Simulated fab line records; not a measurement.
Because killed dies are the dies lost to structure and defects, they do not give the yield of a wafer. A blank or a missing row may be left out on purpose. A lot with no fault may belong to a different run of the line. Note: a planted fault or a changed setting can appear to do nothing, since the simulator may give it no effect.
fab line records -- flow berkeley-cmos170 -- part 2 of 2: steps 32 to 44 of 44
record lots=5, wafers=15, last-day=11
route steps=331 shown NVT@113 PVT@115 GATE@125 FIELD@126 PLDD@145
lots untouched by any fault: they come from a run of this same line in which no faults occurred
start-h: hours from the record's opening day to when the first of the lot's shown wafers began -- wait-h: hours elapsed since this lot's preceding step -- " repeats the value in the row above -- L1.1+2: a single row standing in for several wafers -- - no value present, or no start provided -- * or withheld: withheld -- < > ~ a bound
route shown NAME@n: names a module that has steps shown in the file, with the first one's number in the route -- usual: average and standard deviation across the fault-free wafers -- same: alike in all rows -- chamber/n: place in a boat -- sites: the reading at each site -- _std_site: standard deviation of those values -- _edge_site: inner sites' mean taken away from outer sites' mean -- radius-mm: for every site, how far away it sits from the centre of the wafer -- mask NAME#n: copy n -- behind: tool/chamber where the wafer was last shaped -- hold: the reason the lot was held/the length of the hold in hours/how it ended -- device: the transistor (n, p or np) that didn't switch -- end of line: the route-end tests of the same wafers -- for a step that has no rows: nothing shown but its recipe -- killed: not the wafer's yield, but the dies lost to structure and defects at the first sort -- map: dies across one wafer; x = killed, . = not, _ = none there
set.NAME: the setting that was run; set.NAME@STEP: the one run at that earlier step -- model.NAME: the simulator's own value behind a step, which no gauge read
a table for each step, a row for each wafer; lots at some steps of the route
services: a tool's chamber out of use, with start hour (start-h, from the record's first day; less than 0 if before it), hours out, and reason
## steps
# step UCB170_GATE_CLEAN_17
# recipe chemistry=SPM, temp-c=120, time-s=600
# usual temp-c=120.00/0.14
lot.wafer,tool,chamber,start-h,wait-h,temp-c
L074.1,wet-bench-04,0,157.11,0.4,119.94
L074.3,wet-bench-04,0,157.11,0.4,120.01
L074.4,wet-bench-04,0,157.11,0.4,119.95
L078.1,wet-bench-01,3,171.67,0.2,120.00
L078.2,wet-bench-01,3,171.67,0.2,120.01
L078.4,wet-bench-01,3,171.67,0.2,119.93
L079.3,wet-bench-03,2,183.81,0.1,119.90
L079.4,wet-bench-03,2,183.81,0.1,119.86
L079.5,wet-bench-03,2,183.81,0.1,119.93
L080.2,wet-bench-04,1,196.76,0.3,120.11
L080.3,wet-bench-04,1,196.76,0.3,119.94
L080.4,wet-bench-04,1,196.76,0.3,120.03
L090.1,wet-bench-03,1,225.50,0.2,120.22
L090.2,wet-bench-03,1,225.50,0.2,119.88
L090.5,wet-bench-03,1,225.50,0.2,120.19
# step UCB170_PLDD_HMDS_00
# recipe prime-time-s=60, prime-temp-c=100
lot.wafer,tool,chamber,start-h,wait-h
L074.1+3+4,litho-track-01,0,157.28,0.0
L078.1+2+4,litho-track-02,0,172.10,0.3
L079.3+4+5,litho-track-02,0,184.04,0.1
L080.2+3+4,litho-track-04,0,197.55,0.6
L090.1+2+5,litho-track-01,0,225.67,0.0
# step UCB170_PLDD_COAT_01
# recipe resist=KrF, spin-rpm=1500, resist-thk-nm=900
lot.wafer,tool,chamber,start-h,wait-h
L074.1+3+4,litho-track-01,0,157.43,0.1
L078.1+2+4,litho-track-02,0,172.25,0.1
L079.3+4+5,litho-track-02,0,184.19,0.1
L080.2+3+4,litho-track-04,0,197.70,0.1
L090.1+2+5,litho-track-01,0,225.82,0.1
# step UCB170_PLDD_SOFTBAKE_02
# recipe resist=KrF, temp-c=130, time-s=60
lot.wafer,tool,chamber,start-h,wait-h
L074.1+3+4,litho-track-01,0,157.58,0.1
L078.1+2+4,litho-track-02,0,172.40,0.1
L079.3+4+5,litho-track-02,0,184.34,0.1
L080.2+3+4,litho-track-04,0,197.85,0.1
L090.1+2+5,litho-track-01,0,225.97,0.1
# step UCB170_PLDD_EXPOSE_03
# recipe mask-id=PSELECT, na=0.5, sigma-outer=0.6, source-shape=conventional, target-cd-nm=1200, dose-mj=30
lot.wafer,tool,chamber,start-h,wait-h,mask
L074.1+3+4,krf-scanner-02,0,157.86,0.2,PSELECT#0
L078.1+2+4,krf-scanner-02,0,172.69,0.3,PSELECT#0
L079.3+4+5,krf-scanner-01,0,184.60,0.2,PSELECT#0
L080.2+3+4,krf-scanner-02,0,199.17,1.3,PSELECT#0
L090.1+2+5,krf-scanner-02,0,226.25,0.2,PSELECT#0
# step UCB170_PLDD_PEB_04
# recipe peb-temp-c=130, peb-time-s=withheld, resist=KrF
lot.wafer,tool,chamber,start-h,wait-h
L074.1+3+4,litho-track-04,0,158.18,0.3
L078.1+2+4,litho-track-02,0,173.00,0.3
L079.3+4+5,litho-track-04,0,184.92,0.3
L080.2+3+4,litho-track-02,0,199.40,0.2
L090.1+2+5,litho-track-02,0,226.56,0.3
# step UCB170_PLDD_DEVELOP_05
# recipe developer=TMAH, develop-time-s=45, resist=KrF, dev-temp-c=21
lot.wafer,tool,chamber,start-h,wait-h
L074.1+3+4,litho-track-04,0,-,-
L078.1+2+4,litho-track-02,0,-,-
L079.3+4+5,litho-track-04,0,-,-
L080.2+3+4,litho-track-02,0,-,-
L090.1+2+5,litho-track-02,0,-,-
# step UCB170_PLDD_CD_MEAS_06
# recipe target-cd-nm=1200
# usual cd-nm=1200.4/1.4
lot.wafer,tool,chamber,start-h,wait-h,cd-nm
L074.1,cd-sem-01,-,158.46,-,1199.3
L074.3,cd-sem-01,-,158.46,-,1197.8
L074.4,cd-sem-01,-,158.46,-,1199.8
L078.1,cd-sem-02,-,173.40,-,1200.6
L078.2,cd-sem-02,-,173.40,-,1201.8
L078.4,cd-sem-02,-,173.40,-,1201.5
L079.3,cd-sem-02,-,185.18,-,1200.0
L079.4,cd-sem-02,-,185.18,-,1199.3
L079.5,cd-sem-02,-,185.18,-,1199.8
L080.2,cd-sem-02,-,199.67,-,1199.5
L080.3,cd-sem-02,-,199.67,-,1197.9
L080.4,cd-sem-02,-,199.67,-,1201.5
L090.1,cd-sem-02,-,226.83,-,1201.2
L090.2,cd-sem-02,-,226.83,-,1200.7
L090.5,cd-sem-02,-,226.83,-,1199.5
# step UCB170_PLDD_OVL_MEAS_07
# usual PLDD_OVL=5/5.3
lot.wafer,tool,chamber,start-h,wait-h,PLDD_OVL[nm]
L074.1,overlay-01,-,158.58,0.1,5
L074.3,overlay-01,-,158.58,0.1,5
L074.4,overlay-01,-,158.58,0.1,1
L078.1,overlay-01,-,173.52,0.1,16
L078.2,overlay-01,-,173.52,0.1,6
L078.4,overlay-01,-,173.52,0.1,5
L079.3,overlay-02,-,185.28,0.1,-4
L079.4,overlay-02,-,185.28,0.1,4
L079.5,overlay-02,-,185.28,0.1,11
L080.2,overlay-01,-,199.77,0.1,-2
L080.3,overlay-01,-,199.77,0.1,3
L080.4,overlay-01,-,199.77,0.1,2
L090.1,overlay-02,-,226.95,0.1,6
L090.2,overlay-02,-,226.95,0.1,5
L090.5,overlay-02,-,226.95,0.1,3
# step UCB170_PLDD_IMPLANT_08
# recipe species=BF2, dose-cm2=5e+13, energy-kev=10, tilt-deg=7, rotation-deg=0
lot.wafer,tool,chamber,start-h,wait-h
L074.1+3+4,implanter-02,0,158.61,0.0
L078.1+2+4,implanter-04,0,173.55,0.0
L079.3+4+5,implanter-02,0,185.35,0.1
L080.2+3+4,implanter-01,0,199.83,0.0
L090.1+2+5,implanter-04,0,226.99,0.0
# step UCB170_PLDD_IMPLANT_09
# recipe species=BF2, dose-cm2=5e+13, energy-kev=10, tilt-deg=7, rotation-deg=180
lot.wafer,tool,chamber,start-h,wait-h
L074.1+3+4,implanter-02,0,158.76,0.1
L078.1+2+4,implanter-04,0,173.70,0.1
L079.3+4+5,implanter-02,0,185.50,0.1
L080.2+3+4,implanter-01,0,199.98,0.1
L090.1+2+5,implanter-04,0,227.14,0.1
# step UCB170_PLDD_STRIP_10
# recipe chemistry=O2, power-w=400, pressure-mtorr=3500, platen-temp-c=withheld, o2-flow-sccm=400, overash-fraction=0.5
# usual chamber-pressure-mTorr=3500.3/3, drypump-motor-current-A=6.04/0.27, oes-product-au=0.734/0.0043, strip-time-to-endpoint-s=21.64/0.07
lot.wafer,tool,chamber,start-h,wait-h,chamber-pressure-mTorr,drypump-motor-current-A,oes-product-au,rf-hours-counter-h,strip-time-to-endpoint-s
L074.1,plasma-asher-04,0,158.91,0.1,3505.4,5.73,0.734,42,21.42
L074.3,plasma-asher-04,1,158.91,0.1,3504.7,6.02,0.737,-,21.52
L074.4,plasma-asher-04,0,158.91,0.1,3502.0,5.72,0.735,-,21.50
L078.1,plasma-asher-04,1,173.85,0.1,3494.9,5.97,0.738,43,21.73
L078.2,plasma-asher-04,0,173.85,0.1,3494.5,5.74,0.732,43,21.73
L078.4,plasma-asher-04,1,173.85,0.1,3499.4,5.99,0.736,-,21.59
L079.3,plasma-asher-01,0,185.63,0.1,3501.6,6.21,0.734,-,21.58
L079.4,plasma-asher-01,1,185.63,0.1,3502.1,6.35,0.735,-,21.64
L079.5,plasma-asher-01,1,185.63,0.1,3501.0,6.32,0.730,-,21.57
L080.2,plasma-asher-04,1,200.10,0.1,3497.6,6.05,0.733,46,21.70
L080.3,plasma-asher-04,0,200.10,0.1,3499.8,5.73,0.739,-,21.69
L080.4,plasma-asher-04,1,200.10,0.1,3492.2,6.03,0.730,-,21.69
L090.1,plasma-asher-04,1,227.29,0.1,3496.6,6.04,0.730,49,21.78
L090.2,plasma-asher-04,0,227.29,0.1,3503.1,5.72,0.733,49,21.76
L090.5,plasma-asher-04,1,227.29,0.1,3505.6,6.02,0.734,-,21.80
# step UCB170_PLDD_TW_MEAS_11
# usual PLDD_TW=1024/15
lot.wafer,tool,chamber,start-h,wait-h,PLDD_TW
L074.1,film-metro-04,-,159.01,0.1,1005
L074.3,film-metro-04,-,159.01,0.1,1007
L074.4,film-metro-04,-,159.01,0.1,1002
L078.1,film-metro-03,-,173.95,0.1,1031
L078.2,film-metro-03,-,173.95,0.1,1036
L078.4,film-metro-03,-,173.95,0.1,1036
L079.3,film-metro-02,-,185.72,0.1,1039
L079.4,film-metro-02,-,185.72,0.1,1031
L079.5,film-metro-02,-,185.72,0.1,1037
L080.2,film-metro-04,-,200.21,0.1,1005
L080.3,film-metro-04,-,200.21,0.1,1002
L080.4,film-metro-04,-,200.21,0.1,1002
L090.1,film-metro-04,-,227.39,0.1,998
L090.2,film-metro-04,-,227.39,0.1,1000
L090.5,film-metro-04,-,227.39,0.1,1006
## services
tool,chamber,start-h,hours,kind
plasma-asher-03,-,121.00,0.4,repair
rie-diel-04,2,124.23,17.3,repair
furnace-02,-,126.89,4.3,pm
rie-si-02,3,131.63,17.9,repair
krf-scanner-02,-,134.86,0.3,repair
krf-scanner-01,-,143.11,1.0,pm
krf-scanner-02,-,148.27,0.4,repair
rie-si-02,0,160.59,2.3,repair
plasma-asher-02,-,162.91,2.0,repair
plasma-asher-04,-,169.08,2.8,pm
plasma-asher-03,-,172.13,2.8,pm
rie-diel-01,2,175.11,5.3,repair
rie-si-02,1,176.50,2.2,repair
implanter-04,-,177.65,3.9,repair
krf-scanner-02,-,180.71,2.8,repair
krf-scanner-02,-,191.50,1.3,repair
krf-scanner-01,-,196.63,0.8,pm
krf-scanner-02,-,197.38,1.3,pm
krf-scanner-01,-,205.12,1.3,pm
krf-scanner-02,-,211.72,0.8,pm
plasma-asher-01,-,211.73,2.3,repair
krf-scanner-02,-,216.63,1.0,pm
krf-scanner-02,-,218.26,6.2,repair
implanter-01,-,226.04,2.4,pm
